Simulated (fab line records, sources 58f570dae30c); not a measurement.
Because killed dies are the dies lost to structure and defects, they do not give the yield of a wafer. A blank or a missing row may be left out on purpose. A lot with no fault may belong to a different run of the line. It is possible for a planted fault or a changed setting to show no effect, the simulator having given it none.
A single fault, viewed from 2 desks :: flow berkeley_cmos170 :: each desk holds nothing but its own numbers, with what lay behind them at the end

## DESK OF THE TOOL OWNER: pecvd-02
The tool's own readings at UCB170_SPACER_CVD_00 (deposits SiO2 from TEOS/O2, target thk 376 nm, time 47 s): means of the sampled wafers that have a number, for each lot that ran on this tool. If a lot's mean is further than 4 standard deviations from the usual mean, the lot is out of limits and carries the mark OUT (the distance appears in the brackets).
Columns: A = heater_power_w at UCB170_SPACER_CVD_00, usual 246 W; B = rf_fwd_power_W at UCB170_SPACER_CVD_00, usual 544.9 W
lot: L570
first seen here: day 9 03:05
A: 230
B: 547.8

lot: L583
first seen here: day 12 00:56
A: 187
B: 546.2
This desk's verdict: no lot among the 2 shows anything out of limits.

## AT THE METROLOGY DESK
What the gauges read for every lot (on any tool): the sampled wafers with a number, averaged. If a lot's mean is further than 4 standard deviations from the usual mean, the lot is out of limits and carries the mark OUT (the distance appears in the brackets). Shown here are 7 of its 10 readings, the ones lying furthest out on some lot.
Columns: A = cd_nm at UCB170_NLDD_CD_MEAS_06, usual 1200.0 nm; B = NLDD_TW at UCB170_NLDD_TW_MEAS_11, usual 2195; C = cd_nm at UCB170_PSD_CD_MEAS_06, usual 1200.0 nm; D = PSD_OVL at UCB170_PSD_OVL_MEAS_07, usual -3 nm; E = PSD_TW at UCB170_PSD_TW_MEAS_10, usual 2302; F = cd_nm at UCB170_NSD_CD_MEAS_06, usual 1199.8 nm; G = NSD_TW at UCB170_NSD_TW_MEAS_10, usual 4146
lot: L570
first seen here: day 9 02:17
A: 1198.2
B: 2186
C: 1199.0
D: -3
E: 2298
F: 1199.1
G: 4130

lot: L574
first seen here: day 9 20:01
A: 1200.2
B: 2182
C: 1199.6
D: -5
E: 2318
F: 1201.1
G: 4137

lot: L578
first seen here: day 10 14:19
A: 1199.1
B: 2225
C: 1198.6
D: 0
E: 2306
F: 1200.0
G: 4178

lot: L583
first seen here: day 12 00:10
A: 1201.1
B: 2202
C: 1202.4
D: 4
E: 2307
F: 1200.3
G: 4159

lot: L589
first seen here: day 13 15:13
A: 1201.6
B: 2199
C: 1201.2
D: -5
E: 2293
F: 1198.5
G: 4130
This desk's verdict: no lot among the 5 shows anything out of limits.

## ALL TOGETHER
The desk of the tool owner found nothing out of limits.
From the metrology desk's view, nothing was out of limits.

## WHAT HAD BEEN PUT IN BY THE SIMULATOR
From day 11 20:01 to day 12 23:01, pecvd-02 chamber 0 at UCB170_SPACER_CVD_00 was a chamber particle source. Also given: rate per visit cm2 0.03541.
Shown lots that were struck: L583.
